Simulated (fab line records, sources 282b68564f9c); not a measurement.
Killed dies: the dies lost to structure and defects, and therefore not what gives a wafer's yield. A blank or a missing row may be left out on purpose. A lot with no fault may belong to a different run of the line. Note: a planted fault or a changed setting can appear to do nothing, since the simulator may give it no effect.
The tool behind it: which one? :: flow ritCmos :: 14 lots with 42 wafers sampled at 4 steps, on a route of 202 steps

WHAT EACH GAUGE READ, for each wafer
RIT_PLDD_OVL_MEAS_06. Usual: PLDD_OVL gives 0.0 nm (standard deviation 1.2).
lot: L868
measured: day 3 00:02
on: overlay-01
PLDD_OVL (nm): 0.3 1.8 0.9
flag: 

lot: L869
measured: day 3 00:17
on: overlay-02
PLDD_OVL (nm): -0.9 -1.2 -1.4
flag: 

lot: L871
measured: day 3 11:40
on: overlay-02
PLDD_OVL (nm): 0.2 -0.6 0.3
flag: 

lot: L872
measured: day 3 16:41
on: overlay-01
PLDD_OVL (nm): 0.7 0.3 0.0
flag: 

lot: L873
measured: day 3 23:17
on: overlay-01
PLDD_OVL (nm): 0.1 -1.1 -2.4
flag: 

lot: L874
measured: day 4 04:01
on: overlay-02
PLDD_OVL (nm): -0.2 -1.8 -0.2
flag: 

lot: L875
measured: day 4 11:19
on: overlay-02
PLDD_OVL (nm): -0.5 0.0 -0.9
flag: 

lot: L876
measured: day 4 15:01
on: overlay-02
PLDD_OVL (nm): 0.8 0.6 1.6
flag: 

lot: L878
measured: day 5 05:02
on: overlay-02
PLDD_OVL (nm): 1.8 2.6 2.7
flag: 

lot: L882
measured: day 5 23:37
on: overlay-02
PLDD_OVL (nm): 0.3 1.1 0.3
flag: 

lot: L885
measured: day 6 14:11
on: overlay-02
PLDD_OVL (nm): 0.2 -0.3 1.2
flag: 

lot: L886
measured: day 6 17:32
on: overlay-01
PLDD_OVL (nm): 0.2 0.2 -0.1
flag: 

lot: L887
measured: day 6 20:11
on: overlay-01
PLDD_OVL (nm): -2.4 -3.6 -3.3
flag: 

lot: L891
measured: day 7 17:08
on: overlay-02
PLDD_OVL (nm): 0.5 0.5 1.5
flag: 

RIT_CONTACT_THK_MEAS_01. Usual: CONTACT_TEOS_THK gives 399 nm (standard deviation 5).
lot: L868
measured: day 3 07:34
on: filmMetro-04
CONTACT_TEOS_THK (nm): 393 400 401
flag: 

lot: L869
measured: day 3 09:59
on: filmMetro-03
CONTACT_TEOS_THK (nm): 401 399 394
flag: 

lot: L871
measured: day 3 19:16
on: filmMetro-04
CONTACT_TEOS_THK (nm): 397 392 403
flag: 

lot: L872
measured: day 4 01:08
on: filmMetro-03
CONTACT_TEOS_THK (nm): 389 396 395
flag: 

lot: L873
measured: day 4 07:47
on: filmMetro-04
CONTACT_TEOS_THK (nm): 400 407 401
flag: 

lot: L874
measured: day 4 11:43
on: filmMetro-02
CONTACT_TEOS_THK (nm): 399 401 406
flag: 

lot: L875
measured: day 4 18:58
on: filmMetro-04
CONTACT_TEOS_THK (nm): 390 400 394
flag: 

lot: L876
measured: day 4 22:44
on: filmMetro-03
CONTACT_TEOS_THK (nm): 393 398 399
flag: 

lot: L878
measured: day 5 12:34
on: filmMetro-04
CONTACT_TEOS_THK (nm): 395 391 401
flag: 

lot: L882
measured: day 6 08:08
on: filmMetro-02
CONTACT_TEOS_THK (nm): 391 399 398
flag: 

lot: L885
measured: day 6 21:41
on: filmMetro-04
CONTACT_TEOS_THK (nm): 394 404 410
flag: 

lot: L886
measured: day 7 01:53
on: filmMetro-03
CONTACT_TEOS_THK (nm): 402 395 402
flag: 

lot: L887
measured: day 7 03:50
on: filmMetro-02
CONTACT_TEOS_THK (nm): 395 402 402
flag: 

lot: L891
measured: day 8 00:47
on: filmMetro-02
CONTACT_TEOS_THK (nm): 406 401 398
flag: 

TOOL THAT RAN EACH LOT (tool first, then ch and the chambers of the sampled wafers, then the start)
lot: L868
RIT_ACTIVE_STRIP_14: plasmaAsher-02 ch 0,1, day 1 16:28
RIT_NRETRO_IMPLANT_08: implanter-02 ch 0, day 2 07:24

lot: L869
RIT_ACTIVE_STRIP_14: plasmaAsher-02 ch 0,1, day 1 19:50
RIT_NRETRO_IMPLANT_08: implanter-02 ch 0, day 2 11:25

lot: L871
RIT_ACTIVE_STRIP_14: plasmaAsher-03 ch 0,1, day 2 06:09
RIT_NRETRO_IMPLANT_08: implanter-03 ch 0, day 2 22:12

lot: L872
RIT_ACTIVE_STRIP_14: plasmaAsher-04 ch 0,1, day 2 11:46
RIT_NRETRO_IMPLANT_08: implanter-02 ch 0, day 3 02:58

lot: L873
RIT_ACTIVE_STRIP_14: plasmaAsher-03 ch 0,1, day 2 16:45
RIT_NRETRO_IMPLANT_08: implanter-03 ch 0, day 3 08:16

lot: L874
RIT_ACTIVE_STRIP_14: plasmaAsher-02 ch 0,1, day 2 22:28
RIT_NRETRO_IMPLANT_08: implanter-02 ch 0, day 3 13:12

lot: L875
RIT_ACTIVE_STRIP_14: plasmaAsher-02 ch 0,1, day 3 03:41
RIT_NRETRO_IMPLANT_08: implanter-03 ch 0, day 3 18:25

lot: L876
RIT_ACTIVE_STRIP_14: plasmaAsher-02 ch 0,1, day 3 07:22
RIT_NRETRO_IMPLANT_08: implanter-03 ch 0, day 3 23:39

lot: L878
RIT_ACTIVE_STRIP_14: plasmaAsher-03 ch 0,1, day 3 17:14
RIT_NRETRO_IMPLANT_08: implanter-01 ch 0, day 4 13:56

lot: L882
RIT_ACTIVE_STRIP_14: plasmaAsher-02 ch 0,1, day 4 13:35
RIT_NRETRO_IMPLANT_08: implanter-02 ch 0, day 5 06:47

lot: L885
RIT_ACTIVE_STRIP_14: plasmaAsher-03 ch 0,1, day 5 04:59
RIT_NRETRO_IMPLANT_08: implanter-01 ch 0, day 5 21:23

lot: L886
RIT_ACTIVE_STRIP_14: plasmaAsher-03 ch 0,1, day 5 11:52
RIT_NRETRO_IMPLANT_08: implanter-01 ch 0, day 6 03:42

lot: L887
RIT_ACTIVE_STRIP_14: plasmaAsher-03 ch 0,1, day 5 14:50
RIT_NRETRO_IMPLANT_08: implanter-02 ch 0, day 6 06:01

lot: L891
RIT_ACTIVE_STRIP_14: plasmaAsher-02 ch 0,1, day 6 10:37
RIT_NRETRO_IMPLANT_08: implanter-03 ch 0, day 7 01:10
- RIT_ACTIVE_STRIP_14: strips in O2, time 180 s.
- RIT_NRETRO_IMPLANT_08

WHAT THE TOOLS THEMSELVES READ (means of the sampled wafers that have a number; where no wafer has one, the mark that the record gives instead)
RIT_ACTIVE_STRIP_14. Usual: drypumpMotorCurrentA 5.7 A, standard deviation 0.44; o2FlowSccm 4000 sccm, standard deviation 11; rfReflPowerW 6.3 W, standard deviation 1.2.
lot: L868
tool: plasmaAsher-02
drypumpMotorCurrentA (A): 6.1
o2FlowSccm (sccm): 4011
rfReflPowerW (W): 6.7
flag: 

lot: L869
tool: plasmaAsher-02
drypumpMotorCurrentA (A): 6.1
o2FlowSccm (sccm): 3999
rfReflPowerW (W): 6.6
flag: 

lot: L871
tool: plasmaAsher-03
drypumpMotorCurrentA (A): 5.4
o2FlowSccm (sccm): 3996
rfReflPowerW (W): 7.2
flag: 

lot: L872
tool: plasmaAsher-04
drypumpMotorCurrentA (A): 5.4
o2FlowSccm (sccm): 4009
rfReflPowerW (W): 5.1
flag: 

lot: L873
tool: plasmaAsher-03
drypumpMotorCurrentA (A): 5.4
o2FlowSccm (sccm): 3997
rfReflPowerW (W): 7.4
flag: 

lot: L874
tool: plasmaAsher-02
drypumpMotorCurrentA (A): 5.7
o2FlowSccm (sccm): 4009
rfReflPowerW (W): 6.2
flag: 

lot: L875
tool: plasmaAsher-02
drypumpMotorCurrentA (A): 5.8
o2FlowSccm (sccm): 4002
rfReflPowerW (W): 6.2
flag: 

lot: L876
tool: plasmaAsher-02
drypumpMotorCurrentA (A): 5.7
o2FlowSccm (sccm): 3998
rfReflPowerW (W): 5.7
flag: 

lot: L878
tool: plasmaAsher-03
drypumpMotorCurrentA (A): 5.4
o2FlowSccm (sccm): 3995
rfReflPowerW (W): 7.3
flag: 

lot: L882
tool: plasmaAsher-02
drypumpMotorCurrentA (A): 6.1
o2FlowSccm (sccm): 4012
rfReflPowerW (W): 6.7
flag: 

lot: L885
tool: plasmaAsher-03
drypumpMotorCurrentA (A): 5.4
o2FlowSccm (sccm): 4010
rfReflPowerW (W): 7.1
flag: 

lot: L886
tool: plasmaAsher-03
drypumpMotorCurrentA (A): 5.5
o2FlowSccm (sccm): 3988
rfReflPowerW (W): 6.1
flag: 

lot: L887
tool: plasmaAsher-03
drypumpMotorCurrentA (A): 5.4
o2FlowSccm (sccm): 3997
rfReflPowerW (W): 7.1
flag: 

lot: L891
tool: plasmaAsher-02
drypumpMotorCurrentA (A): 5.7
o2FlowSccm (sccm): 4004
rfReflPowerW (W): 5.9
flag: 

RIT_NRETRO_IMPLANT_08. Usual: tiltDeg 6.996 degrees, standard deviation 0.019.
lot: L868
tool: implanter-02
tiltDeg (degrees): 7.015
flag: 

lot: L869
tool: implanter-02
tiltDeg (degrees): 7.003
flag: 

lot: L871
tool: implanter-03
tiltDeg (degrees): 7.014
flag: 

lot: L872
tool: implanter-02
tiltDeg (degrees): 7.005
flag: 

lot: L873
tool: implanter-03
tiltDeg (degrees): 6.989
flag: 

lot: L874
tool: implanter-02
tiltDeg (degrees): 6.980
flag: 

lot: L875
tool: implanter-03
tiltDeg (degrees): 7.699
flag: OFF

lot: L876
tool: implanter-03
tiltDeg (degrees): 7.718
flag: OFF

lot: L878
tool: implanter-01
tiltDeg (degrees): 6.991
flag: 

lot: L882
tool: implanter-02
tiltDeg (degrees): 6.983
flag: 

lot: L885
tool: implanter-01
tiltDeg (degrees): 6.980
flag: 

lot: L886
tool: implanter-01
tiltDeg (degrees): 6.988
flag: 

lot: L887
tool: implanter-02
tiltDeg (degrees): 7.009
flag: 

lot: L891
tool: implanter-03
tiltDeg (degrees): 6.991
flag: 

THE ANSWER, worked out from the rows above alone
Rule: take the mean of a lot's wafers that have a number; if it is more than 3 standard deviations from the usual mean, the lot is off. Also off: a lot with no number at a reading for which 4 or more lots have one. Any other lot the step has rows for is counted as sound. The gauges are gone through in route order, then the tools' own readings, and for those a lot's mean is taken as printed above. The first step at which some lot is off is used, and at that step the reading that is off furthest; a lot without a number counts as furthest.
Off, at RIT_NRETRO_IMPLANT_08 on tiltDeg: L875, L876.
If a tool, at that step or one of the process steps before it, ran each lot that is off and ran no sound lot following the first of them, it fits. Of those tried, none fits.

WHAT HAD BEEN PUT IN BY THE SIMULATOR
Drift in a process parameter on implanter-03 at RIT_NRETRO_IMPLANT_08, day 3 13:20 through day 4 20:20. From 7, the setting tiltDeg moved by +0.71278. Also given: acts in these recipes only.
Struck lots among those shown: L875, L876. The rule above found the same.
